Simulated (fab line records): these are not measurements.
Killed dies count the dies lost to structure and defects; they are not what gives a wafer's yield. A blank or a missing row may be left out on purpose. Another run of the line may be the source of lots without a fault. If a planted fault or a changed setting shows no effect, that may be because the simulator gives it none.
Which tool was responsible? ; flow berkeley_cmos170 ; 39 wafers from 13 lots sampled at 4 of the route's 331 steps

== WHAT THE GAUGES READ, wafer by wafer ==
UCB170_ACTIVE_THK_MEAS_06. Usual: ACTIVE_NITRIDE_THK typically reads 220.9 nm, with standard deviation 2.1.
lot;measured;on;ACTIVE_NITRIDE_THK (nm);flag
L977;day 5 02:32;film_metro-04;222.8 220.9 220.8;
L979;day 5 09:44;film_metro-03;223.0 223.1 222.7;
L978;day 5 09:46;film_metro-01;220.1 218.8 219.8;
L980;day 5 14:18;film_metro-04;220.0 222.8 221.8;
L981;day 5 14:19;film_metro-01;221.1 221.1 220.2;
L982;day 5 22:40;film_metro-04;217.8 218.4 219.9;
L984;day 6 14:12;film_metro-01;222.3 223.2 223.7;
L985;day 6 14:13;film_metro-04;220.7 221.3 221.8;
L986;day 7 00:35;film_metro-01;222.5 223.0 223.8;
L991;day 7 23:55;film_metro-01;223.7 225.1 222.3;
L996;day 9 07:31;film_metro-01;221.3 221.8 219.4;
L997;day 9 07:31;film_metro-03;223.2 222.2 222.2;
L999;day 9 14:34;film_metro-01;218.1 217.3 216.5;

UCB170_SDANNEAL_RS_MEAS_02: uses a four-point probe to measure. Usual: PSD_RS typically reads 75.65 ohm/sq, with standard deviation 0.25.
lot;measured;on;PSD_RS (ohm/sq);flag
L977;day 8 08:07;film_metro-01;75.95 76.09 75.79;
L979;day 8 18:29;film_metro-04;75.65 75.70 75.91;
L978;day 8 19:16;film_metro-01;75.74 75.91 75.91;
L980;day 8 18:19;film_metro-03;75.23 75.58 75.75;
L981;day 8 18:59;film_metro-04;75.91 75.69 75.83;
L982;day 8 21:23;film_metro-04;75.90 75.74 75.83;
L984;day 9 17:19;film_metro-01;75.68 75.77 75.65;
L985;day 9 17:52;film_metro-01;75.81 75.61 75.45;
L986;day 10 02:46;film_metro-04;76.03 75.63 75.78;
L991;day 11 07:35;film_metro-04;76.16 75.91 75.96;
L996;day 12 12:14;film_metro-04;76.45 76.35 76.44;OFF
L997;day 12 12:55;film_metro-04;75.36 75.01 75.61;
L999;day 13 00:43;film_metro-04;75.17 75.48 75.45;

== TOOL THAT RAN EACH LOT (tool first, then ch and the chambers of the sampled wafers, then the start) ==
lot;UCB170_SPACER_CVD_00;UCB170_PSD_IMPLANT_08
L977;pecvd-04 ch 0,2, day 7 17:07;implanter-01 ch 0, day 8 02:17
L979;pecvd-04 ch 0,1,2, day 8 04:25;implanter-01 ch 0, day 8 10:50
L978;pecvd-02 ch 1,2, day 8 05:27;implanter-03 ch 0, day 8 11:04
L980;pecvd-03 ch 1,2, day 8 04:41;implanter-03 ch 0, day 8 10:35
L981;pecvd-04 ch 0,1, day 8 06:08;implanter-03 ch 0, day 8 13:10
L982;pecvd-03 ch 0,1,2, day 8 11:57;implanter-03 ch 0, day 8 18:09
L984;pecvd-04 ch 0,2, day 9 01:26;implanter-01 ch 0, day 9 09:37
L985;pecvd-02 ch 1,2, day 9 02:02;implanter-04 ch 0, day 9 09:53
L986;pecvd-02 ch 0,1, day 9 16:52;implanter-03 ch 0, day 9 23:19
L991;pecvd-04 ch 0,1, day 10 18:49;implanter-03 ch 0, day 11 03:37
L996;pecvd-04 ch 1,2, day 12 01:28;implanter-03 ch 0, day 12 09:16
L997;pecvd-03 ch 1,2, day 12 01:54;implanter-04 ch 0, day 12 09:55
L999;pecvd-02 ch 0,1, day 12 11:22;implanter-01 ch 0, day 12 21:16
- UCB170_SPACER_CVD_00: deposits SiO2 from TEOS/O2, target thk 376 nm, time 47 s.
- UCB170_PSD_IMPLANT_08

== WHAT THE TOOLS THEMSELVES READ (means of the sampled wafers that have a number; where no wafer has one, the mark that the record gives instead) ==
UCB170_SPACER_CVD_00. Usual: heater_power_w 256 W, standard deviation 52; susceptor_temp_C 390.00 C, standard deviation 0.22.
lot;tool;heater_power_w (W);susceptor_temp_C (C);flag
L977;pecvd-04;229;389.59;
L979;pecvd-04;254;390.25;
L978;pecvd-02;321;390.04;
L980;pecvd-03;236;390.00;
L981;pecvd-04;251;390.18;
L982;pecvd-03;199;389.95;
L984;pecvd-04;271;390.09;
L985;pecvd-02;343;389.87;
L986;pecvd-02;330;389.72;
L991;pecvd-04;288;389.70;
L996;pecvd-04;246;389.87;
L997;pecvd-03;200;389.95;
L999;pecvd-02;321;389.90;

== THE ANSWER, worked out from the rows above alone ==
Rule: a lot counts as off when the mean over its wafers that have a number is more than 3 standard deviations away from the usual mean. Also off: a lot with no number at a reading for which 4 or more lots have one. Any other lot the step has rows for is counted as sound. Order of review: gauges by route order, followed by the tools' own readings, for which a lot's mean as printed above is used. The first step at which some lot is off is used, and at that step the reading that is off furthest; a lot without a number counts as furthest.
Off: at UCB170_SDANNEAL_RS_MEAS_02 (PSD_RS), L996.
If a tool, at a process step before that reading, ran all the lots that are off and no sound lot after the first of them, it fits. Those tools and the gauges at UCB170_SDANNEAL_RS_MEAS_02 are tried in the same way. Can't be told from this: 2 tools fit, pecvd-04 at UCB170_SPACER_CVD_00, implanter-03 at UCB170_PSD_IMPLANT_08.

== WHAT THE SIMULATOR HAD INSERTED ==
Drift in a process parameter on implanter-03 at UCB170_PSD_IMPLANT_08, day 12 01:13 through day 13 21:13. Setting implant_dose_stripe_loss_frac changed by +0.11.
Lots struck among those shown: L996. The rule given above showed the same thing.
